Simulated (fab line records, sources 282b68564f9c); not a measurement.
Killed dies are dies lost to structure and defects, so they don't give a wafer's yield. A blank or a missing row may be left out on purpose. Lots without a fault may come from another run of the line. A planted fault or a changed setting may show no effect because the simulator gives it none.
Which tool did it? | flow rit_cmos | 6 lots, 18 wafers sampled, at 2 steps of a route of 202

WHAT THE GAUGES READ, wafer by wafer
RIT_NRETRO_TW_MEAS_10.
lot  | measured    | on            | NRETRO_TW
L816 | day 2 12:23 | film_metro-03 | 1066 1072 1068
L821 | day 3 18:03 | film_metro-04 | 1042 1046 1047
L823 | day 4 00:02 | film_metro-02 | 1058 1059 1058
L829 | day 5 09:30 | film_metro-02 | 1053 1049 1047
L834 | day 6 15:28 | film_metro-04 | 1048 1044 1047
L836 | day 7 02:34 | film_metro-02 | 1052 1056 1053

WHICH TOOL RAN EACH LOT (tool, then ch and the chambers of the sampled wafers, then the start)
lot  | RIT_NWELL_STRIP_09
L816 | plasma_asher-04 ch 0,1, day 2 03:17
L821 | plasma_asher-04 ch 0,1, day 3 08:58
L823 | plasma_asher-03 ch 0,1, day 3 14:52
L829 | plasma_asher-01 ch 0,1, day 4 23:46
L834 | plasma_asher-03 ch 0,1, day 6 02:46
L836 | plasma_asher-03 ch 0,1, day 6 14:26
- RIT_NWELL_STRIP_09: strips in O2, time 180 s.

THE ANSWER, worked out from the rows above alone
Rule: what is usual is taken from the lots themselves. Put in order of their means at a reading, lots are off if they are a third of the lots or fewer, leave a main group of 4 or more, and stand apart from it by a gap of 3 or more times the standard deviation of the main group's means; of several such gaps the widest counts. A main group whose means are all the same, to the digits that the tables above print for the reading, isn't used. A lot without any number at a reading at which 4 lots or more have one is off too. The other lots that the step has rows for count as sound.
No lot is off at any reading shown: from this, nothing can be told.

WHAT THE SIMULATOR HAD PUT IN
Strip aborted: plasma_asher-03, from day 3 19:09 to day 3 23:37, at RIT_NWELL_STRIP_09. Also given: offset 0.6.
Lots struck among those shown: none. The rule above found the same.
